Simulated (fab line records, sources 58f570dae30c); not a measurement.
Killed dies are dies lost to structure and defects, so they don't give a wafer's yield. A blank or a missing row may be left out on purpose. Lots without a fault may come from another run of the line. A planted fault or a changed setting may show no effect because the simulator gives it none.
One fault seen from 2 desks | flow berkeley_cmos170 | each desk has only its own numbers; what lay behind them comes last

THE TOOL OWNER'S DESK: implanter-01
The tool's own readings at UCB170_NSD_IMPLANT_08: means of the sampled wafers that have a number, for each lot that ran on this tool. A lot is out of limits, marked OUT, if its mean lies more than 4 standard deviations from the usual mean; the brackets give that distance.
Columns: A = beam_energy_keV at UCB170_NSD_IMPLANT_08, usual 39.460; B = beam_on_s at UCB170_NSD_IMPLANT_08, usual 10.00 s; C = dose_ions_cm2 at UCB170_NSD_IMPLANT_08, usual 2.9997e+15; D = faraday_current_uA at UCB170_NSD_IMPLANT_08, usual 9263
lot  | first seen here | A      | B               | C                            | D
L698 | day 6 17:43     | 39.465 | 10.01           | 2.9963e+15                   | 9283
L703 | day 7 16:49     | 39.469 | 12.97 (+14) OUT | 4.6238e+15 (+99 or more) OUT | 10979 (+9.0) OUT
L704 | day 7 21:40     | 39.482 | 12.75 (+13) OUT | 4.6237e+15 (+99 or more) OUT | 11181 (+10) OUT
L714 | day 10 20:38    | 39.448 | 10.15           | 3.0002e+15                   | 9153
L716 | day 10 21:40    | 39.461 | 9.88            | 2.9976e+15                   | 9350
This desk's finding: out of limits on L703, L704; first on L703, day 7 16:49 (beam_on_s at UCB170_NSD_IMPLANT_08). In limits: L698, L714, L716.

THE METROLOGY DESK
What the gauges read, lot by lot, whatever tool the lot ran on: means of the sampled wafers that have a number. A lot is out of limits, marked OUT, if its mean lies more than 4 standard deviations from the usual mean; the brackets give that distance.
Columns: A = NSD_TW at UCB170_NSD_TW_MEAS_10, usual 4176; B = NSD_RS at UCB170_SDANNEAL_RS_MEAS_03, usual 37.42 ohm/sq
lot  | first seen here | A               | B
L698 | day 6 17:58     | 4185            | 37.47
L701 | day 7 07:01     | 4180            | 37.45
L703 | day 7 17:04     | 4351 (+8.8) OUT | 32.06 (-56) OUT
L702 | day 7 21:17     | 4197            | 37.34
L704 | day 7 21:53     | 4328 (+7.6) OUT | 32.05 (-56) OUT
L713 | day 9 19:52     | 4146            | 37.40
L712 | day 10 04:31    | 4173            | 37.40
L714 | day 10 20:53    | 4180            | 37.60
L715 | day 10 21:11    | 4164            | 37.27
L717 | day 10 21:40    | 4194            | 37.42
L716 | day 10 21:53    | 4173            | 37.55
L718 | day 10 22:10    | 4174            | 37.32
L719 | day 11 14:23    | 4191            | 37.39
L720 | day 11 14:31    | 4153            | 37.58
This desk's finding: out of limits on L703, L704; first on L703, day 7 17:04 (NSD_TW at UCB170_NSD_TW_MEAS_10). In limits: L698, L701, L702, L713, L712, L714, L715, L717, L716, L718, L719, L720.

PUT TOGETHER
The tool owner's desk could have raised an alarm at day 7 16:49, on L703, L704.
The metrology desk could have raised an alarm at day 7 17:04, on L703, L704.
Of the lots named, all ran UCB170_NSD_IMPLANT_08 on implanter-01.

WHAT THE SIMULATOR HAD PUT IN
Process parameter drift: implanter-01, from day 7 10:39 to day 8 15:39, at UCB170_NSD_IMPLANT_08. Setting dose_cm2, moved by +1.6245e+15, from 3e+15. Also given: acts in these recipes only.
Lots struck among those shown: L703, L704.
Hours from the fault's start to each desk's first reading out of limits: the tool owner's desk, 6; the metrology desk, 6.
